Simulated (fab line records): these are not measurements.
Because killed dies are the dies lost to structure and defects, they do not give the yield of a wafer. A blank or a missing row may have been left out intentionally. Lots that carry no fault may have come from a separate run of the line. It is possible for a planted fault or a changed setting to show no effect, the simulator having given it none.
Check for tools in common | flow berkeleyCmos170 | Sample size 14 lots and 42 wafers

WHAT PROMPTED THE OPENING
Flagged at UCB170_GATE_CD_MEAS_12: reading cdNm, on 2 of 14 lots. Wafers without a fault read 350.1 nm, standard deviation 1.5.
Rule: a lot is flagged when every wafer of it that has a number lies more than 4 standard deviations from that mean, or none has a number. As for the other lots, they are considered sound.

lot  | measured     | on       | cdNm (nm), wafer by wafer | flag
L686 | day 7 05:41  | cdSem-01 | 350.1 348.2 349.7         | 
L689 | day 8 07:15  | cdSem-01 | 349.9 349.3 350.0         | 
L687 | day 8 07:25  | cdSem-02 | 350.1 350.2 351.2         | 
L691 | day 8 13:41  | cdSem-01 | 350.9 350.0 349.8         | 
L693 | day 8 22:21  | cdSem-02 | 348.7 347.3 348.5         | 
L694 | day 9 14:59  | cdSem-02 | 350.4 349.9 349.6         | 
L696 | day 9 15:35  | cdSem-02 | 350.2 350.6 350.9         | 
L695 | day 9 15:43  | cdSem-02 | 316.6 315.4 316.1         | FLAGGED
L704 | day 11 07:16 | cdSem-01 | 349.0 349.5 348.5         | 
L705 | day 11 07:29 | cdSem-02 | 353.1 351.8 353.3         | 
L703 | day 11 07:32 | cdSem-01 | 321.5 320.8 320.7         | FLAGGED
L706 | day 11 22:13 | cdSem-01 | 350.7 351.5 350.5         | 
L708 | day 12 07:23 | cdSem-02 | 350.6 350.0 349.8         | 
L709 | day 12 07:42 | cdSem-01 | 350.7 350.6 352.1         | 
The numbers of the flagged lots are 318.5 nm on average: -31.6 nm against the usual, or -21 standard deviations.

WHICH TOOL EACH LOT WENT THROUGH
The record holds 1 process step before the reading, out of a route of 331 steps. Every cell lists first the tool, next ch and the chambers used by the sampled wafers, and last the start.
lot  | flag    | UCB170_GATE_PEB_10
L686 |         | lithoTrack-03 ch 0, day 7 05:25
L689 |         | lithoTrack-01 ch 0, day 8 06:58
L687 |         | lithoTrack-04 ch 0, day 8 07:05
L691 |         | lithoTrack-03 ch 0, day 8 13:25
L693 |         | lithoTrack-03 ch 0, day 8 22:05
L694 |         | lithoTrack-03 ch 0, day 9 14:43
L696 |         | lithoTrack-01 ch 0, day 9 15:18
L695 | FLAGGED | lithoTrack-03 ch 0, day 9 15:26
L704 |         | lithoTrack-04 ch 0, day 11 06:56
L705 |         | lithoTrack-04 ch 0, day 11 07:13
L703 | FLAGGED | lithoTrack-03 ch 0, day 11 07:16
L706 |         | lithoTrack-04 ch 0, day 11 21:53
L708 |         | lithoTrack-01 ch 0, day 12 07:08
L709 |         | lithoTrack-01 ch 0, day 12 07:23
These steps, and what they do:
- UCB170_GATE_PEB_10
- UCB170_GATE_CD_MEAS_12: target cd 350 nm.

FLAGGED OVER TOTAL, TOOL BY TOOL (the gauges that took the reading come last)
step                   | tool          | lots run | flagged | share of the flagged lots | sound lots run after its first flagged lot
UCB170_GATE_PEB_10     | lithoTrack-01 | 4        | 0       | none                      | -
UCB170_GATE_PEB_10     | lithoTrack-03 | 6        | 2       | all                       | 0
UCB170_GATE_PEB_10     | lithoTrack-04 | 4        | 0       | none                      | -
UCB170_GATE_CD_MEAS_12 | cdSem-01      | 7        | 1       | some                      | 2 (L706,L709)
UCB170_GATE_CD_MEAS_12 | cdSem-02      | 7        | 1       | some                      | 2 (L705,L708)

WHAT THE TABLE ALLOWS
In the table, 1 row covers all flagged lots: lithoTrack-03 at UCB170_GATE_PEB_10.
- lithoTrack-03 at UCB170_GATE_PEB_10 ran 6 lots, 2 of them flagged. It ran its last sound lot, L694, at day 9 14:43 and its first flagged lot, L695, at day 9 15:26: a fault with its onset between the two fits. Its own readings (heaterPowerTotalW, plateTempC) fall more than 4 standard deviations out on all wafers of the flagged lots.
lithoTrack-03 at UCB170_GATE_PEB_10 is the single tool remaining.

WHAT THE SIMULATOR HAD INSERTED
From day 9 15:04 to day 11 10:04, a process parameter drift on lithoTrack-03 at UCB170_GATE_PEB_10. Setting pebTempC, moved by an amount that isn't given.
Struck lots among those shown: L695, L703. This agrees with what the rule above found.
